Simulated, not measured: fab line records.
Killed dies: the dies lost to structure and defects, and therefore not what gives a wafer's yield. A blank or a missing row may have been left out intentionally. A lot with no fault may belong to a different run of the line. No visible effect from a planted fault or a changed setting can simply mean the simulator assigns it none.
fab line records	flow rit-cmos
record lots=14	wafers=42	last-day=7
route steps=202 shown NWELL@30 NSD@140 PSD@151 M1@202
lots that met no fault: taken from a fault-free run of the same line
start-h: the number of hours between the record's first day and the start of the first shown wafer of the lot	wait-h: hours since the lot's step before	" as in the row above	L1.1+2: a single row standing in for several wafers	- either no value or no given start	* or withheld: withheld	< > ~ a bound
route shown NAME@n: NAME is a module with steps in the file, n the number in the route of the first one	usual: mean and standard deviation over wafers with no fault	same: alike in all rows	chamber/n: place in a boat	sites: the reading at each site	_std_site: how widely they spread, as a standard deviation	_edge_site: the outer-site mean with the inner-site mean subtracted	radius-mm: for every site, how far away it sits from the centre of the wafer	mask NAME#n: copy n	behind: the last tool/chamber to shape the wafer	hold: the reason the lot was held/the length of the hold in hours/how it ended	device: transistor that didn't switch, given as n, p or np	end of line: tests of these same wafers at the route's end	for a step that has no rows: nothing shown but its recipe	killed: at the first sort, the dies lost to defects and structure; wafer yield is something else	map: the dies of a wafer, with x for killed, . for not killed, _ for no die there
set.NAME: the setting that was run; set.NAME@STEP: the one run at that earlier step	model.NAME: the simulator's own value behind a step, which no gauge read
a sample of lots followed through the steps of the route, with each step as a table and each wafer as a row
services: from which hour (start-h, from the record's first day; less than 0 if before it) a tool's chamber was out of use, for how many hours, and why
## steps
# step RIT_NWELL_SOFTBAKE_02
# recipe resist=NOVOLAK	temp-c=90	time-s=60
# usual heater-power-total-W=34.57/0.049	plate-temp-C=90.01/0.13
lot.wafer	tool	chamber	start-h	wait-h	heater-power-total-W	plate-temp-C
L758.1	litho-track-02	0	26.70	0.1	34.50	90.08
L758.2	"	0	"	"	34.64	90.08
L758.4	"	0	"	"	34.47	89.98
L759.2	litho-track-04	0	30.59	0.1	34.49	89.91
L759.3	"	0	"	"	34.47	90.01
L759.4	"	0	"	"	34.56	90.00
L760.1	litho-track-01	0	37.13	0.1	34.59	89.75
L760.4	"	0	"	"	34.56	89.93
L760.6	"	0	"	"	34.55	90.11
L761.1	litho-track-04	0	39.78	0.1	34.56	90.09
L761.3	"	0	"	"	34.64	90.21
L761.4	"	0	"	"	34.61	89.92
L762.2	litho-track-01	0	45.54	0.1	34.59	90.00
L762.3	"	0	"	"	34.58	90.01
L762.5	"	0	"	"	34.54	89.84
L763.2	litho-track-01	0	50.89	0.1	32.57	86.45
L763.3	"	0	"	"	32.62	86.24
L763.4	"	0	"	"	32.57	86.31
L765.1	litho-track-04	0	59.67	0.1	34.53	89.82
L765.4	"	0	"	"	34.57	89.89
L765.6	"	0	"	"	34.52	89.94
L767.2	litho-track-01	0	69.80	0.1	32.63	86.31
L767.3	"	0	"	"	32.70	86.23
L767.4	"	0	"	"	32.57	86.36
L774.1	litho-track-04	0	104.61	0.1	34.58	90.23
L774.3	"	0	"	"	34.63	90.28
L774.5	"	0	"	"	34.50	90.23
L776.1	litho-track-02	0	115.64	0.1	34.54	90.20
L776.5	"	0	"	"	34.56	90.12
L776.6	"	0	"	"	34.57	90.11
L777.2	litho-track-01	0	120.48	0.1	34.59	89.90
L777.3	"	0	"	"	34.53	89.91
L777.6	"	0	"	"	34.44	89.86
L778.1	litho-track-04	0	125.34	0.1	34.56	89.85
L778.2	"	0	"	"	34.49	89.98
L778.5	"	0	"	"	34.54	89.91
L779.1	litho-track-04	0	129.66	0.1	34.65	90.21
L779.2	"	0	"	"	34.62	89.99
L779.6	"	0	"	"	34.62	90.09
L780.2	litho-track-04	0	136.03	0.1	34.50	90.07
L780.4	"	0	"	"	34.58	90.18
L780.5	"	0	"	"	34.59	90.13
# step RIT_NWELL_STRIP_09
# recipe chemistry=O2	time-s=180	resist=NOVOLAK	platen-temp-c=withheld	power-w=500	pressure-mtorr=4000	o2-flow-sccm=4000
# usual drypump-motor-current-A=5.4/0.52
lot.wafer	tool	chamber	start-h	wait-h	drypump-motor-current-A	rf-hours-counter-h
L758.1	plasma-asher-04	0	27.84	0.1	5.9	36
L758.2	"	1	"	"	5.7	36
L758.4	"	0	"	"	5.9	-
L759.2	plasma-asher-03	0	31.58	0.1	5.8	40
L759.3	"	1	"	"	4.8	-
L759.4	"	0	"	"	5.8	-
L760.1	plasma-asher-03	1	38.28	0.1	4.9	41
L760.4	"	0	"	"	5.8	-
L760.6	"	0	"	"	5.8	-
L761.1	plasma-asher-03	0	40.92	0.1	5.8	42
L761.3	"	0	"	"	5.8	-
L761.4	"	1	"	"	4.8	-
L762.2	plasma-asher-02	0	46.65	0.1	6.1	23
L762.3	"	1	"	"	4.9	-
L762.5	"	0	"	"	6.1	-
L763.2	plasma-asher-03	1	52.01	0.1	4.8	43
L763.3	"	0	"	"	5.8	-
L763.4	"	1	"	"	4.8	-
L765.1	plasma-asher-04	1	60.81	0.1	5.7	40
L765.4	"	0	"	"	5.9	-
L765.6	"	1	"	"	5.7	-
L767.2	plasma-asher-02	1	70.79	0.1	4.9	26
L767.3	"	0	"	"	6.1	-
L767.4	"	1	"	"	4.9	-
L774.1	plasma-asher-04	1	105.62	0.1	5.7	45
L774.3	"	0	"	"	5.9	-
L774.5	"	1	"	"	5.7	-
L776.1	plasma-asher-03	0	116.78	0.1	5.8	50
L776.5	"	1	"	"	4.8	-
L776.6	"	0	"	"	5.8	-
L777.2	plasma-asher-03	0	121.75	0.1	5.8	50
L777.3	"	0	"	"	5.7	-
L777.6	"	0	"	"	5.8	-
L778.1	plasma-asher-03	0	126.42	0.1	5.8	51
L778.2	"	1	"	"	4.8	51
L778.5	"	0	"	"	5.8	-
L779.1	plasma-asher-03	0	130.80	0.1	5.8	51
L779.2	"	1	"	"	4.8	51
L779.6	"	1	"	"	4.8	-
L780.2	plasma-asher-02	0	137.26	0.1	6.1	33
L780.4	"	1	"	"	4.9	-
L780.5	"	0	"	"	6.1	-
# step RIT_NSD_STRIP_09
# recipe chemistry=O2	time-s=180	resist=NOVOLAK	platen-temp-c=withheld	power-w=500	pressure-mtorr=4000	o2-flow-sccm=4000
# usual drypump-motor-current-A=5.5/0.45
lot.wafer	tool	chamber	start-h	wait-h	drypump-motor-current-A	rf-hours-counter-h
L758.1	plasma-asher-04	0	53.70	0.1	5.9	39
L758.2	"	1	"	"	5.7	39
L758.4	"	0	"	"	6.0	-
L759.2	plasma-asher-04	1	58.49	0.1	5.7	40
L759.3	"	1	"	"	5.7	-
L759.4	"	0	"	"	5.9	-
L760.1	plasma-asher-04	0	66.69	0.1	5.9	41
L760.4	"	0	"	"	5.9	-
L760.6	"	1	"	"	5.7	-
L761.1	plasma-asher-03	1	68.57	0.1	4.8	44
L761.3	"	1	"	"	4.8	-
L761.4	"	0	"	"	5.8	-
L762.2	plasma-asher-04	1	73.47	0.1	5.7	41
L762.3	"	1	"	"	5.7	-
L762.5	"	1	"	"	5.7	-
L763.2	plasma-asher-03	0	77.86	0.1	5.8	45
L763.3	"	0	"	"	5.8	-
L763.4	"	1	"	"	4.8	-
L765.1	plasma-asher-04	0	87.50	0.1	5.9	43
L765.4	"	1	"	"	5.7	-
L765.6	"	0	"	"	5.9	-
L767.2	plasma-asher-04	1	97.15	0.1	5.7	44
L767.3	"	0	"	"	5.9	-
L767.4	"	1	"	"	5.7	-
L774.1	plasma-asher-03	0	132.44	0.1	5.8	52
L774.3	"	1	"	"	4.8	-
L774.5	"	1	"	"	4.8	-
L776.1	plasma-asher-04	1	142.89	0.1	5.7	3
L776.5	"	1	"	"	5.7	-
L776.6	"	0	"	"	5.9	-
L777.2	plasma-asher-04	0	147.92	0.2	5.9	4
L777.3	"	1	"	"	5.7	-
L777.6	"	0	"	"	6.0	-
L778.1	plasma-asher-01	1	152.81	0.1	6.1	52
L778.2	"	0	"	"	5.4	52
L778.5	"	0	"	"	5.4	-
L779.1	plasma-asher-03	0	156.45	0.1	5.8	54
L779.2	"	1	"	"	4.8	54
L779.6	"	0	"	"	5.8	-
L780.2	plasma-asher-04	1	164.06	0.1	5.7	5
L780.4	"	0	"	"	5.9	-
L780.5	"	1	"	"	5.7	-
# step RIT_PSD_STRIP_09
# recipe chemistry=O2	time-s=180	resist=NOVOLAK	platen-temp-c=withheld	power-w=500	pressure-mtorr=4000	o2-flow-sccm=4000
# usual drypump-motor-current-A=5.5/0.47
lot.wafer	tool	chamber	start-h	wait-h	drypump-motor-current-A	rf-hours-counter-h
L758.1	plasma-asher-04	0	55.13	0.1	5.9	40
L758.2	"	1	"	"	5.7	40
L758.4	"	1	"	"	5.7	-
L759.2	plasma-asher-02	0	60.04	0.1	6.1	25
L759.3	"	0	"	"	6.1	-
L759.4	"	1	"	"	4.9	-
L760.1	plasma-asher-04	1	68.11	0.1	5.7	41
L760.4	"	1	"	"	5.6	-
L760.6	"	0	"	"	5.9	-
L761.1	plasma-asher-03	1	70.11	0.1	4.8	45
L761.3	"	1	"	"	4.8	-
L761.4	"	0	"	"	5.8	-
L762.2	plasma-asher-04	0	75.02	0.1	5.9	42
L762.3	"	0	"	"	5.9	-
L762.5	"	0	"	"	5.9	-
L763.2	plasma-asher-03	1	79.41	0.1	4.8	46
L763.3	"	1	"	"	4.8	-
L763.4	"	0	"	"	5.8	-
L765.1	plasma-asher-03	1	89.05	0.1	4.8	47
L765.4	"	0	"	"	5.8	-
L765.6	"	0	"	"	5.8	-
L767.2	plasma-asher-03	0	98.65	0.1	5.8	48
L767.3	"	0	"	"	5.8	-
L767.4	"	1	"	"	4.8	-
L774.1	plasma-asher-04	1	133.86	0.1	5.7	2
L774.3	"	1	"	"	5.7	-
L774.5	"	0	"	"	5.9	-
L776.1	plasma-asher-04	0	144.43	0.1	5.9	3
L776.5	"	0	"	"	5.9	-
L776.6	"	1	"	"	5.7	-
L777.2	plasma-asher-04	0	149.34	0.1	6.0	4
L777.3	"	1	"	"	5.7	-
L777.6	"	0	"	"	5.9	-
L778.1	plasma-asher-04	0	154.24	0.1	5.9	4
L778.2	"	1	"	"	5.7	4
L778.5	"	0	"	"	5.9	-
L779.1	plasma-asher-04	1	157.87	0.1	5.7	5
L779.2	"	0	"	"	5.9	5
L779.6	"	1	"	"	5.7	-
L780.2	plasma-asher-02	0	165.60	0.1	6.1	37
L780.4	"	0	"	"	6.1	-
L780.5	"	0	"	"	6.1	-
# step RIT_M1_PROBE_99
# usual killed_at_M0_to_M3=0.0/0.083	killed-at-contacts=0.1/0.32	killed-at-front-end=7/3	killed-dies=7/3	killed-open=3.4/2.2	killed-short=3.3/1.8
# same gross-dies=264	killed_at_M4_up=0	killed-at-back-side=0	killed-at-other=0
lot.wafer	tool	chamber	start-h	wait-h	killed_at_M0_to_M3	killed-at-contacts	killed-at-front-end	killed-dies	killed-open	killed-short
L762.2	prober-02	-	83.12	0.1	0	0	12	12	3	9
L762.3	prober-02	-	83.17	0.2	0	0	8	8	8	0
L762.5	prober-02	-	83.27	0.2	0	0	5	5	3	2
L765.1	prober-01	-	97.21	0.1	0	0	10	10	5	5
L765.4	prober-01	-	97.36	0.2	0	0	4	4	1	3
L765.6	prober-01	-	97.46	0.2	0	0	11	11	9	2
L767.2	prober-01	-	106.75	0.1	0	0	3	3	1	2
L767.3	prober-01	-	106.80	0.2	0	0	4	4	3	1
L767.4	prober-01	-	106.85	0.2	0	0	4	4	2	2
L774.1	prober-02	-	142.08	0.1	0	1	5	6	4	2
L774.3	prober-02	-	142.18	0.2	0	0	11	11	6	5
L774.5	prober-02	-	142.28	0.2	0	0	13	13	10	3
L778.1	prober-02	-	162.15	0.1	0	0	11	11	6	5
L778.2	prober-02	-	162.20	0.1	0	0	5	5	2	3
L778.5	prober-02	-	162.35	0.2	0	0	7	7	5	2
# killed by level:class
L762.2 GATE:geometric-particle:short=4 REOX:geometric-particle:short=3 FOX2:geometric-particle:short=2 GATE:geometric-particle:open=2 FOX1:geometric-particle:open=1
L762.3 GATE:geometric-particle:open=6 FOX2:geometric-particle:open=1 SILICIDE:geometric-particle:open=1
L762.5 REOX:geometric-particle:open=2 GATE:geometric-particle:open=1 GATE:geometric-particle:short=1 REOX:geometric-particle:short=1
L765.1 GATE:geometric-particle:short=2 SPACER:geometric-particle:short=2 SILICIDE:geometric-particle:open=2 GATE:geometric-particle:open=1 REOX:geometric-particle:open=1 SPACER:geometric-particle:open=1 SILICIDE:geometric-particle:short=1
L765.4 GATE:geometric-particle:short=2 GATE:geometric-particle:open=1 REOX:geometric-particle:short=1
L765.6 GATE:geometric-particle:open=4 SILICIDE:geometric-particle:open=2 FOX2:geometric-particle:open=1 REOX:geometric-particle:open=1 REOX:geometric-particle:short=1 SPACER:geometric-particle:short=1 SPACER:geometric-particle:open=1
L767.2 FOX1:geometric-particle:short=1 GATE:geometric-particle:open=1 SPACER:geometric-particle:short=1
L767.3 GATE:geometric-particle:open=1 REOX:geometric-particle:open=1 SILICIDE:geometric-particle:open=1 SILICIDE:geometric-particle:short=1
L767.4 GATE:geometric-particle:open=2 GATE:geometric-particle:short=1 SPACER:geometric-particle:short=1
L774.1 GATE:geometric-particle:open=2 FOX1:geometric-particle:open=1 GATE:geometric-particle:short=1 REOX:geometric-particle:short=1 CONTACT:geometric-particle:open=1
L774.3 GATE:geometric-particle:open=2 GATE:geometric-particle:short=2 SILICIDE:geometric-particle:open=2 FOX1:geometric-particle:short=1 FOX2:geometric-particle:short=1 REOX:geometric-particle:short=1 REOX:geometric-particle:open=1 SPACER:geometric-particle:open=1
L774.5 GATE:geometric-particle:open=5 GATE:geometric-particle:short=2 SPACER:geometric-particle:open=2 SILICIDE:geometric-particle:open=2 FOX1:geometric-particle:open=1 SILICIDE:geometric-particle:short=1
L778.1 GATE:geometric-particle:short=3 GATE:geometric-particle:open=3 FOX1:geometric-particle:short=2 FOX1:geometric-particle:open=1 FOX2:geometric-particle:open=1 REOX:geometric-particle:open=1
L778.2 SILICIDE:geometric-particle:short=2 FOX2:geometric-particle:short=1 GATE:geometric-particle:open=1 REOX:geometric-particle:open=1
L778.5 FOX1:geometric-particle:open=2 GATE:geometric-particle:short=2 GATE:geometric-particle:open=2 SPACER:geometric-particle:open=1
## services
tool	chamber	start-h	hours	kind
plasma-asher-02	-	24.19	15.5	repair
plasma-asher-04	-	108.75	9.0	pm
plasma-asher-04	0	108.75	9.0	vent-cycle
plasma-asher-04	1	108.75	9.0	vent-cycle
plasma-asher-04	0	117.75	-	clean
plasma-asher-04	1	117.75	-	clean
plasma-asher-01	-	141.83	6.1	repair
plasma-asher-01	-	142.26	2.1	repair
plasma-asher-03	-	145.22	4.3	pm
## key
first-sign step=RIT_NWELL_SOFTBAKE_02	reading=heater-power-total-W	direction=down	sigmas=40	usual=34.57	struck=32.61
effect step=RIT_NWELL_SOFTBAKE_02	reading=plate-temp-C	direction=down	sigmas=28	usual=*	struck=*
met-at RIT_NWELL_SOFTBAKE_02
struck-lots L763,L767
tester-left-out L763,L767
not-acting-at RIT_NWELL_STRIP_09,RIT_NSD_STRIP_09,RIT_PSD_STRIP_09
onset-between 45.54 50.89
fault kind=process-parameter-drift	tool=litho-track-01	chamber=-	onset-h=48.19	steps=RIT_NWELL_SOFTBAKE_02	channel=temp-c	offset=*	shape=step	end-h=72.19	acts-in=*	stated=*
# tester-left-out: of these lots the tester's yield and bins aren't shown, on N5 and GAA mostly nor the transistor test; their killed dies are dies lost to structure and defects alone, not to doping, threshold or leakage, so they don't give the yield
